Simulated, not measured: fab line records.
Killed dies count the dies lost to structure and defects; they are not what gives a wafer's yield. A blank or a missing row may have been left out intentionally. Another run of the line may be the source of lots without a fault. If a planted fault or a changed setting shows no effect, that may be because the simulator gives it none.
fab line records || flow berkeleyCmos170
[record] {"lots": 16, "wafers": 48, "lastDay": 11}
route steps=331 shown PLDD@154
lots that met no fault: from a run of the same line without faults
startH: start of the lot's first displayed wafer, in hours after the record's first day || waitH: how many hours have passed since the lot's step before this one || " repeats the value in the row above || L1.1+2: one row covering several wafers at once || - value missing, or start not given || * or withheld: withheld || < > ~ a bound
route shown NAME@n: NAME is a module with steps in the file, n the number in the route of the first one || usual: mean/standard deviation of fault-free wafers || same: alike in all rows || chamber/n: place in a boat || sites: per-site readings || _std_site: standard deviation of those values || _edge_site: the outer-site mean with the inner-site mean subtracted || radiusMm: how far each site lies from the wafer's centre || mask NAME#n: copy n || behind: tool/chamber where the wafer was last shaped || hold: reason for holding the lot/hours on hold/outcome of the hold || device: the transistor (n, p or np) that didn't switch || end of line: the route-end tests of the same wafers || where a step has no rows: the recipe by itself || killed: count of dies lost to structure and defects at first sort (not the wafer's yield) || map: a wafer's dies, marking killed ones x, the rest . and places with no die _
set.NAME: setting as actually run; set.NAME@STEP: the setting as run at that earlier step || model.NAME: the simulator's own value behind a step, which no gauge read
one table for each step of the route and one row for each wafer, over a sample of lots
services: the hour from which a tool's chamber was out of use, counted from the record's first day as startH (under 0 if before that day), plus the number of hours and why
[[steps]]
[step UCB170_PLDD_IMPLANT_09]
[recipe] {"species": "BF2", "doseCm2": 5e+13, "energyKev": 10, "tiltDeg": 7, "rotationDeg": 180}
[usual] {"implantIonAmu": "49/0"}
{"lot.wafer": "L462.2", "tool": "implanter-04", "chamber": 0, "startH": 136.42, "waitH": 0.1, "implantIonAmu": 49}
{"lot.wafer": "L462.4", "tool": "implanter-04", "chamber": 0, "startH": 136.42, "waitH": 0.1, "implantIonAmu": 49}
{"lot.wafer": "L462.6", "tool": "implanter-04", "chamber": 0, "startH": 136.42, "waitH": 0.1, "implantIonAmu": 49}
{"lot.wafer": "L463.2", "tool": "implanter-04", "chamber": 0, "startH": 136.97, "waitH": 0.1, "implantIonAmu": 49}
{"lot.wafer": "L463.5", "tool": "implanter-04", "chamber": 0, "startH": 136.97, "waitH": 0.1, "implantIonAmu": 49}
{"lot.wafer": "L463.6", "tool": "implanter-04", "chamber": 0, "startH": 136.97, "waitH": 0.1, "implantIonAmu": 49}
{"lot.wafer": "L460.3", "tool": "implanter-03", "chamber": 0, "startH": 137.17, "waitH": 0.1, "implantIonAmu": 49}
{"lot.wafer": "L460.4", "tool": "implanter-03", "chamber": 0, "startH": 137.17, "waitH": 0.1, "implantIonAmu": 49}
{"lot.wafer": "L460.6", "tool": "implanter-03", "chamber": 0, "startH": 137.17, "waitH": 0.1, "implantIonAmu": 49}
{"lot.wafer": "L465.3", "tool": "implanter-04", "chamber": 0, "startH": 149.59, "waitH": 0.1, "implantIonAmu": 49}
{"lot.wafer": "L465.4", "tool": "implanter-04", "chamber": 0, "startH": 149.59, "waitH": 0.1, "implantIonAmu": 49}
{"lot.wafer": "L465.5", "tool": "implanter-04", "chamber": 0, "startH": 149.59, "waitH": 0.1, "implantIonAmu": 49}
{"lot.wafer": "L464.1", "tool": "implanter-03", "chamber": 0, "startH": 149.74, "waitH": 0.1, "implantIonAmu": 49}
{"lot.wafer": "L464.5", "tool": "implanter-03", "chamber": 0, "startH": 149.74, "waitH": 0.1, "implantIonAmu": 49}
{"lot.wafer": "L464.6", "tool": "implanter-03", "chamber": 0, "startH": 149.74, "waitH": 0.1, "implantIonAmu": 49}
{"lot.wafer": "L467.1", "tool": "implanter-03", "chamber": 0, "startH": 167.41, "waitH": 0.1, "implantIonAmu": 49}
{"lot.wafer": "L467.3", "tool": "implanter-03", "chamber": 0, "startH": 167.41, "waitH": 0.1, "implantIonAmu": 49}
{"lot.wafer": "L467.5", "tool": "implanter-03", "chamber": 0, "startH": 167.41, "waitH": 0.1, "implantIonAmu": 49}
{"lot.wafer": "L466.4", "tool": "implanter-02", "chamber": 0, "startH": 167.70, "waitH": 0.1, "implantIonAmu": 49}
{"lot.wafer": "L466.5", "tool": "implanter-02", "chamber": 0, "startH": 167.70, "waitH": 0.1, "implantIonAmu": 49}
{"lot.wafer": "L466.6", "tool": "implanter-02", "chamber": 0, "startH": 167.70, "waitH": 0.1, "implantIonAmu": 49}
{"lot.wafer": "L468.1", "tool": "implanter-03", "chamber": 0, "startH": 172.63, "waitH": 0.1, "implantIonAmu": 49}
{"lot.wafer": "L468.2", "tool": "implanter-03", "chamber": 0, "startH": 172.63, "waitH": 0.1, "implantIonAmu": 49}
{"lot.wafer": "L468.3", "tool": "implanter-03", "chamber": 0, "startH": 172.63, "waitH": 0.1, "implantIonAmu": 49}
{"lot.wafer": "L469.2", "tool": "implanter-02", "chamber": 0, "startH": 172.90, "waitH": 0.1, "implantIonAmu": 49}
{"lot.wafer": "L469.3", "tool": "implanter-02", "chamber": 0, "startH": 172.90, "waitH": 0.1, "implantIonAmu": 49}
{"lot.wafer": "L469.5", "tool": "implanter-02", "chamber": 0, "startH": 172.90, "waitH": 0.1, "implantIonAmu": 49}
{"lot.wafer": "L471.1", "tool": "implanter-04", "chamber": 0, "startH": 189.99, "waitH": 0.1, "implantIonAmu": 49}
{"lot.wafer": "L471.3", "tool": "implanter-04", "chamber": 0, "startH": 189.99, "waitH": 0.1, "implantIonAmu": 49}
{"lot.wafer": "L471.6", "tool": "implanter-04", "chamber": 0, "startH": 189.99, "waitH": 0.1, "implantIonAmu": 49}
{"lot.wafer": "L472.1", "tool": "implanter-03", "chamber": 0, "startH": 190.34, "waitH": 0.1, "implantIonAmu": 49}
{"lot.wafer": "L472.3", "tool": "implanter-03", "chamber": 0, "startH": 190.34, "waitH": 0.1, "implantIonAmu": 49}
{"lot.wafer": "L472.5", "tool": "implanter-03", "chamber": 0, "startH": 190.34, "waitH": 0.1, "implantIonAmu": 49}
{"lot.wafer": "L473.1", "tool": "implanter-02", "chamber": 0, "startH": 196.09, "waitH": 0.1, "implantIonAmu": 49}
{"lot.wafer": "L473.3", "tool": "implanter-02", "chamber": 0, "startH": 196.09, "waitH": 0.1, "implantIonAmu": 49}
{"lot.wafer": "L473.6", "tool": "implanter-02", "chamber": 0, "startH": 196.09, "waitH": 0.1, "implantIonAmu": 49}
{"lot.wafer": "L474.2", "tool": "implanter-03", "chamber": 0, "startH": 209.27, "waitH": 0.1, "implantIonAmu": 11}
{"lot.wafer": "L474.5", "tool": "implanter-03", "chamber": 0, "startH": 209.27, "waitH": 0.1, "implantIonAmu": 11}
{"lot.wafer": "L474.6", "tool": "implanter-03", "chamber": 0, "startH": 209.27, "waitH": 0.1, "implantIonAmu": 11}
{"lot.wafer": "L475.1", "tool": "implanter-04", "chamber": 0, "startH": 209.45, "waitH": 0.1, "implantIonAmu": 11}
{"lot.wafer": "L475.3", "tool": "implanter-04", "chamber": 0, "startH": 209.45, "waitH": 0.1, "implantIonAmu": 11}
{"lot.wafer": "L475.6", "tool": "implanter-04", "chamber": 0, "startH": 209.45, "waitH": 0.1, "implantIonAmu": 11}
{"lot.wafer": "L476.1", "tool": "implanter-02", "chamber": 0, "startH": 221.97, "waitH": 0.1, "implantIonAmu": 11}
{"lot.wafer": "L476.2", "tool": "implanter-02", "chamber": 0, "startH": 221.97, "waitH": 0.1, "implantIonAmu": 11}
{"lot.wafer": "L476.6", "tool": "implanter-02", "chamber": 0, "startH": 221.97, "waitH": 0.1, "implantIonAmu": 11}
{"lot.wafer": "L477.3", "tool": "implanter-03", "chamber": 0, "startH": 222.27, "waitH": 0.1, "implantIonAmu": 11}
{"lot.wafer": "L477.4", "tool": "implanter-03", "chamber": 0, "startH": 222.27, "waitH": 0.1, "implantIonAmu": 11}
{"lot.wafer": "L477.5", "tool": "implanter-03", "chamber": 0, "startH": 222.27, "waitH": 0.1, "implantIonAmu": 11}
[step UCB170_PLDD_TW_MEAS_11]
[usual] {"PLDD_TW": "1017/6.7"}
{"lot.wafer": "L462.2", "tool": "filmMetro-01", "chamber": "-", "startH": 136.65, "waitH": 0.1, "PLDD_TW": 1023}
{"lot.wafer": "L462.4", "tool": "filmMetro-01", "chamber": "-", "startH": 136.65, "waitH": 0.1, "PLDD_TW": 1019}
{"lot.wafer": "L462.6", "tool": "filmMetro-01", "chamber": "-", "startH": 136.65, "waitH": 0.1, "PLDD_TW": 1021}
{"lot.wafer": "L463.2", "tool": "filmMetro-02", "chamber": "-", "startH": 137.20, "waitH": 0.1, "PLDD_TW": 1021}
{"lot.wafer": "L463.5", "tool": "filmMetro-02", "chamber": "-", "startH": 137.20, "waitH": 0.1, "PLDD_TW": 1020}
{"lot.wafer": "L463.6", "tool": "filmMetro-02", "chamber": "-", "startH": 137.20, "waitH": 0.1, "PLDD_TW": 1019}
{"lot.wafer": "L460.3", "tool": "filmMetro-01", "chamber": "-", "startH": 137.39, "waitH": 0.1, "PLDD_TW": 1021}
{"lot.wafer": "L460.4", "tool": "filmMetro-01", "chamber": "-", "startH": 137.39, "waitH": 0.1, "PLDD_TW": 1024}
{"lot.wafer": "L460.6", "tool": "filmMetro-01", "chamber": "-", "startH": 137.39, "waitH": 0.1, "PLDD_TW": 1018}
{"lot.wafer": "L465.3", "tool": "filmMetro-01", "chamber": "-", "startH": 149.81, "waitH": 0.1, "PLDD_TW": 1015}
{"lot.wafer": "L465.4", "tool": "filmMetro-01", "chamber": "-", "startH": 149.81, "waitH": 0.1, "PLDD_TW": 1016}
{"lot.wafer": "L465.5", "tool": "filmMetro-01", "chamber": "-", "startH": 149.81, "waitH": 0.1, "PLDD_TW": 1023}
{"lot.wafer": "L464.1", "tool": "filmMetro-04", "chamber": "-", "startH": 149.99, "waitH": 0.1, "PLDD_TW": 1000}
{"lot.wafer": "L464.5", "tool": "filmMetro-04", "chamber": "-", "startH": 149.99, "waitH": 0.1, "PLDD_TW": 1005}
{"lot.wafer": "L464.6", "tool": "filmMetro-04", "chamber": "-", "startH": 149.99, "waitH": 0.1, "PLDD_TW": 1001}
{"lot.wafer": "L467.1", "tool": "filmMetro-04", "chamber": "-", "startH": 167.66, "waitH": 0.1, "PLDD_TW": 1001}
{"lot.wafer": "L467.3", "tool": "filmMetro-04", "chamber": "-", "startH": 167.66, "waitH": 0.1, "PLDD_TW": 1004}
{"lot.wafer": "L467.5", "tool": "filmMetro-04", "chamber": "-", "startH": 167.66, "waitH": 0.1, "PLDD_TW": 1003}
{"lot.wafer": "L466.4", "tool": "filmMetro-01", "chamber": "-", "startH": 167.90, "waitH": 0.1, "PLDD_TW": 1019}
{"lot.wafer": "L466.5", "tool": "filmMetro-01", "chamber": "-", "startH": 167.90, "waitH": 0.1, "PLDD_TW": 1020}
{"lot.wafer": "L466.6", "tool": "filmMetro-01", "chamber": "-", "startH": 167.90, "waitH": 0.1, "PLDD_TW": 1017}
{"lot.wafer": "L468.1", "tool": "filmMetro-02", "chamber": "-", "startH": 172.88, "waitH": 0.1, "PLDD_TW": 1028}
{"lot.wafer": "L468.2", "tool": "filmMetro-02", "chamber": "-", "startH": 172.88, "waitH": 0.1, "PLDD_TW": 1024}
{"lot.wafer": "L468.3", "tool": "filmMetro-02", "chamber": "-", "startH": 172.88, "waitH": 0.1, "PLDD_TW": 1023}
{"lot.wafer": "L469.2", "tool": "filmMetro-02", "chamber": "-", "startH": 173.13, "waitH": 0.1, "PLDD_TW": 1025}
{"lot.wafer": "L469.3", "tool": "filmMetro-02", "chamber": "-", "startH": 173.13, "waitH": 0.1, "PLDD_TW": 1023}
{"lot.wafer": "L469.5", "tool": "filmMetro-02", "chamber": "-", "startH": 173.13, "waitH": 0.1, "PLDD_TW": 1028}
{"lot.wafer": "L471.1", "tool": "filmMetro-04", "chamber": "-", "startH": 190.24, "waitH": 0.1, "PLDD_TW": 1003}
{"lot.wafer": "L471.3", "tool": "filmMetro-04", "chamber": "-", "startH": 190.24, "waitH": 0.1, "PLDD_TW": 1001}
{"lot.wafer": "L471.6", "tool": "filmMetro-04", "chamber": "-", "startH": 190.24, "waitH": 0.1, "PLDD_TW": 1001}
{"lot.wafer": "L472.1", "tool": "filmMetro-02", "chamber": "-", "startH": 190.59, "waitH": 0.1, "PLDD_TW": 1024}
{"lot.wafer": "L472.3", "tool": "filmMetro-02", "chamber": "-", "startH": 190.59, "waitH": 0.1, "PLDD_TW": 1024}
{"lot.wafer": "L472.5", "tool": "filmMetro-02", "chamber": "-", "startH": 190.59, "waitH": 0.1, "PLDD_TW": 1022}
{"lot.wafer": "L473.1", "tool": "filmMetro-02", "chamber": "-", "startH": 196.34, "waitH": 0.1, "PLDD_TW": 1015}
{"lot.wafer": "L473.3", "tool": "filmMetro-02", "chamber": "-", "startH": 196.34, "waitH": 0.1, "PLDD_TW": 1017}
{"lot.wafer": "L473.6", "tool": "filmMetro-02", "chamber": "-", "startH": 196.34, "waitH": 0.1, "PLDD_TW": 1012}
{"lot.wafer": "L474.2", "tool": "filmMetro-04", "chamber": "-", "startH": 209.51, "waitH": 0.1, "PLDD_TW": 880}
{"lot.wafer": "L474.5", "tool": "filmMetro-04", "chamber": "-", "startH": 209.51, "waitH": 0.1, "PLDD_TW": 883}
{"lot.wafer": "L474.6", "tool": "filmMetro-04", "chamber": "-", "startH": 209.51, "waitH": 0.1, "PLDD_TW": 885}
{"lot.wafer": "L475.1", "tool": "filmMetro-02", "chamber": "-", "startH": 209.70, "waitH": 0.1, "PLDD_TW": 890}
{"lot.wafer": "L475.3", "tool": "filmMetro-02", "chamber": "-", "startH": 209.70, "waitH": 0.1, "PLDD_TW": 886}
{"lot.wafer": "L475.6", "tool": "filmMetro-02", "chamber": "-", "startH": 209.70, "waitH": 0.1, "PLDD_TW": 889}
{"lot.wafer": "L476.1", "tool": "filmMetro-02", "chamber": "-", "startH": 222.22, "waitH": 0.1, "PLDD_TW": 888}
{"lot.wafer": "L476.2", "tool": "filmMetro-02", "chamber": "-", "startH": 222.22, "waitH": 0.1, "PLDD_TW": 889}
{"lot.wafer": "L476.6", "tool": "filmMetro-02", "chamber": "-", "startH": 222.22, "waitH": 0.1, "PLDD_TW": 887}
{"lot.wafer": "L477.3", "tool": "filmMetro-04", "chamber": "-", "startH": 222.49, "waitH": 0.1, "PLDD_TW": 888}
{"lot.wafer": "L477.4", "tool": "filmMetro-04", "chamber": "-", "startH": 222.49, "waitH": 0.1, "PLDD_TW": 884}
{"lot.wafer": "L477.5", "tool": "filmMetro-04", "chamber": "-", "startH": 222.49, "waitH": 0.1, "PLDD_TW": 890}
[step UCB170_SDANNEAL_RS_MEAS_04]
[recipe] {"thkMeasGauge": "four-point-probe"}
[usual] {"PLDD_RS": "1031.2/2.8"}
{"lot.wafer": "L463.2", "tool": "filmMetro-02", "chamber": "-", "startH": 153.88, "waitH": 0.1, "PLDD_RS[ohm/sq]": 1030.8}
{"lot.wafer": "L463.5", "tool": "filmMetro-02", "chamber": "-", "startH": 153.88, "waitH": 0.1, "PLDD_RS[ohm/sq]": 1032.9}
{"lot.wafer": "L463.6", "tool": "filmMetro-02", "chamber": "-", "startH": 153.88, "waitH": 0.1, "PLDD_RS[ohm/sq]": 1028.6}
{"lot.wafer": "L460.3", "tool": "filmMetro-02", "chamber": "-", "startH": 155.56, "waitH": 0.1, "PLDD_RS[ohm/sq]": 1033.5}
{"lot.wafer": "L460.4", "tool": "filmMetro-02", "chamber": "-", "startH": 155.56, "waitH": 0.1, "PLDD_RS[ohm/sq]": 1032.6}
{"lot.wafer": "L460.6", "tool": "filmMetro-02", "chamber": "-", "startH": 155.56, "waitH": 0.1, "PLDD_RS[ohm/sq]": 1033.3}
{"lot.wafer": "L462.2", "tool": "filmMetro-04", "chamber": "-", "startH": 155.72, "waitH": 0.1, "PLDD_RS[ohm/sq]": 1030.0}
{"lot.wafer": "L462.4", "tool": "filmMetro-04", "chamber": "-", "startH": 155.72, "waitH": 0.1, "PLDD_RS[ohm/sq]": 1029.5}
{"lot.wafer": "L462.6", "tool": "filmMetro-04", "chamber": "-", "startH": 155.72, "waitH": 0.1, "PLDD_RS[ohm/sq]": 1030.1}
{"lot.wafer": "L464.1", "tool": "filmMetro-02", "chamber": "-", "startH": 160.22, "waitH": 0.1, "PLDD_RS[ohm/sq]": 1034.4}
{"lot.wafer": "L464.5", "tool": "filmMetro-02", "chamber": "-", "startH": 160.22, "waitH": 0.1, "PLDD_RS[ohm/sq]": 1034.9}
{"lot.wafer": "L464.6", "tool": "filmMetro-02", "chamber": "-", "startH": 160.22, "waitH": 0.1, "PLDD_RS[ohm/sq]": 1034.2}
{"lot.wafer": "L465.3", "tool": "filmMetro-04", "chamber": "-", "startH": 160.38, "waitH": 0.1, "PLDD_RS[ohm/sq]": 1031.8}
{"lot.wafer": "L465.4", "tool": "filmMetro-04", "chamber": "-", "startH": 160.38, "waitH": 0.1, "PLDD_RS[ohm/sq]": 1031.1}
{"lot.wafer": "L465.5", "tool": "filmMetro-04", "chamber": "-", "startH": 160.38, "waitH": 0.1, "PLDD_RS[ohm/sq]": 1029.5}
{"lot.wafer": "L467.1", "tool": "filmMetro-02", "chamber": "-", "startH": 179.40, "waitH": 0.1, "PLDD_RS[ohm/sq]": 1027.9}
{"lot.wafer": "L467.3", "tool": "filmMetro-02", "chamber": "-", "startH": 179.40, "waitH": 0.1, "PLDD_RS[ohm/sq]": 1028.7}
{"lot.wafer": "L467.5", "tool": "filmMetro-02", "chamber": "-", "startH": 179.40, "waitH": 0.1, "PLDD_RS[ohm/sq]": 1029.5}
{"lot.wafer": "L466.4", "tool": "filmMetro-01", "chamber": "-", "startH": 179.91, "waitH": 0.1, "PLDD_RS[ohm/sq]": 1028.3}
{"lot.wafer": "L466.5", "tool": "filmMetro-01", "chamber": "-", "startH": 179.91, "waitH": 0.1, "PLDD_RS[ohm/sq]": 1029.8}
{"lot.wafer": "L466.6", "tool": "filmMetro-01", "chamber": "-", "startH": 179.91, "waitH": 0.1, "PLDD_RS[ohm/sq]": 1031.4}
{"lot.wafer": "L468.1", "tool": "filmMetro-04", "chamber": "-", "startH": 185.03, "waitH": 0.1, "PLDD_RS[ohm/sq]": 1030.6}
{"lot.wafer": "L468.2", "tool": "filmMetro-04", "chamber": "-", "startH": 185.03, "waitH": 0.1, "PLDD_RS[ohm/sq]": 1026.8}
{"lot.wafer": "L468.3", "tool": "filmMetro-04", "chamber": "-", "startH": 185.03, "waitH": 0.1, "PLDD_RS[ohm/sq]": 1028.6}
{"lot.wafer": "L469.2", "tool": "filmMetro-02", "chamber": "-", "startH": 185.41, "waitH": 0.1, "PLDD_RS[ohm/sq]": 1033.3}
{"lot.wafer": "L469.3", "tool": "filmMetro-02", "chamber": "-", "startH": 185.41, "waitH": 0.1, "PLDD_RS[ohm/sq]": 1036.1}
{"lot.wafer": "L469.5", "tool": "filmMetro-02", "chamber": "-", "startH": 185.41, "waitH": 0.1, "PLDD_RS[ohm/sq]": 1030.6}
{"lot.wafer": "L471.1", "tool": "filmMetro-02", "chamber": "-", "startH": 203.46, "waitH": 0.1, "PLDD_RS[ohm/sq]": 1032.9}
{"lot.wafer": "L471.3", "tool": "filmMetro-02", "chamber": "-", "startH": 203.46, "waitH": 0.1, "PLDD_RS[ohm/sq]": 1035.9}
{"lot.wafer": "L471.6", "tool": "filmMetro-02", "chamber": "-", "startH": 203.46, "waitH": 0.1, "PLDD_RS[ohm/sq]": 1035.5}
{"lot.wafer": "L472.1", "tool": "filmMetro-04", "chamber": "-", "startH": 203.94, "waitH": 0.1, "PLDD_RS[ohm/sq]": 1029.5}
{"lot.wafer": "L472.3", "tool": "filmMetro-04", "chamber": "-", "startH": 203.94, "waitH": 0.1, "PLDD_RS[ohm/sq]": 1034.1}
{"lot.wafer": "L472.5", "tool": "filmMetro-04", "chamber": "-", "startH": 203.94, "waitH": 0.1, "PLDD_RS[ohm/sq]": 1029.7}
{"lot.wafer": "L473.1", "tool": "filmMetro-01", "chamber": "-", "startH": 209.24, "waitH": 0.1, "PLDD_RS[ohm/sq]": 1031.1}
{"lot.wafer": "L473.3", "tool": "filmMetro-01", "chamber": "-", "startH": 209.24, "waitH": 0.1, "PLDD_RS[ohm/sq]": 1037.3}
{"lot.wafer": "L473.6", "tool": "filmMetro-01", "chamber": "-", "startH": 209.24, "waitH": 0.1, "PLDD_RS[ohm/sq]": 1035.7}
{"lot.wafer": "L474.2", "tool": "filmMetro-04", "chamber": "-", "startH": 222.84, "waitH": 0.1, "PLDD_RS[ohm/sq]": 930.4}
{"lot.wafer": "L474.5", "tool": "filmMetro-04", "chamber": "-", "startH": 222.84, "waitH": 0.1, "PLDD_RS[ohm/sq]": 929.5}
{"lot.wafer": "L474.6", "tool": "filmMetro-04", "chamber": "-", "startH": 222.84, "waitH": 0.1, "PLDD_RS[ohm/sq]": 930.3}
{"lot.wafer": "L475.1", "tool": "filmMetro-01", "chamber": "-", "startH": 223.37, "waitH": 0.1, "PLDD_RS[ohm/sq]": 927.7}
{"lot.wafer": "L475.3", "tool": "filmMetro-01", "chamber": "-", "startH": 223.37, "waitH": 0.1, "PLDD_RS[ohm/sq]": 928.4}
{"lot.wafer": "L475.6", "tool": "filmMetro-01", "chamber": "-", "startH": 223.37, "waitH": 0.1, "PLDD_RS[ohm/sq]": 933.3}
{"lot.wafer": "L477.3", "tool": "filmMetro-04", "chamber": "-", "startH": 232.07, "waitH": 0.1, "PLDD_RS[ohm/sq]": 931.2}
{"lot.wafer": "L477.4", "tool": "filmMetro-04", "chamber": "-", "startH": 232.07, "waitH": 0.1, "PLDD_RS[ohm/sq]": 932.3}
{"lot.wafer": "L477.5", "tool": "filmMetro-04", "chamber": "-", "startH": 232.07, "waitH": 0.1, "PLDD_RS[ohm/sq]": 929.1}
{"lot.wafer": "L476.1", "tool": "filmMetro-01", "chamber": "-", "startH": 232.37, "waitH": 0.1, "PLDD_RS[ohm/sq]": 924.8}
{"lot.wafer": "L476.2", "tool": "filmMetro-01", "chamber": "-", "startH": 232.37, "waitH": 0.1, "PLDD_RS[ohm/sq]": 926.4}
{"lot.wafer": "L476.6", "tool": "filmMetro-01", "chamber": "-", "startH": 232.37, "waitH": 0.1, "PLDD_RS[ohm/sq]": 924.2}
[[services]]
{"tool": "implanter-02", "chamber": "-", "startH": 126.55, "hours": 4.6, "kind": "pm"}
{"tool": "implanter-02", "chamber": "-", "startH": 131.14, "hours": 16.0, "kind": "pm"}
{"tool": "implanter-04", "chamber": "-", "startH": 132.36, "hours": 2.6, "kind": "pm"}
{"tool": "implanter-03", "chamber": "-", "startH": 146.94, "hours": 1.7, "kind": "repair"}
{"tool": "implanter-02", "chamber": "-", "startH": 147.10, "hours": 3.6, "kind": "pm"}
{"tool": "implanter-03", "chamber": "-", "startH": 150.65, "hours": 2.5, "kind": "repair"}
{"tool": "implanter-04", "chamber": "-", "startH": 152.80, "hours": 22.7, "kind": "pm"}
{"tool": "implanter-02", "chamber": "-", "startH": 189.45, "hours": 1.9, "kind": "repair"}
{"tool": "implanter-04", "chamber": "-", "startH": 213.57, "hours": 1.2, "kind": "repair"}
[[key]]
[firstSign] {"step": "UCB170_PLDD_IMPLANT_09", "reading": "implantIonAmu", "direction": "down", "sigmas": "99+", "usual": 49, "struck": 11}
[effect] {"step": "UCB170_PLDD_TW_MEAS_11", "reading": "PLDD_TW", "direction": "down", "sigmas": 20, "usual": 1017, "struck": 887}
[effect] {"step": "UCB170_SDANNEAL_RS_MEAS_04", "reading": "PLDD_RS", "direction": "down", "sigmas": 37, "usual": 1031.2, "struck": 929.0}
metAt UCB170_PLDD_IMPLANT_09
struckLots L474,L475,L476,L477
testerLeftOut L474,L475,L476,L477
[fault] {"kind": "wrongRecipeDownload", "tool": "implanter-02,implanter-03,implanter-04", "chamber": "-", "onsetH": 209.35, "steps": "UCB170_PLDD_IMPLANT_09", "wrongRecipe.notListed": 1}
// testerLeftOut: of these lots the tester's yield and bins aren't shown, on N5 and GAA mostly nor the transistor test; their killed dies are dies lost to structure and defects alone, not to doping, threshold or leakage, so they don't give the yield
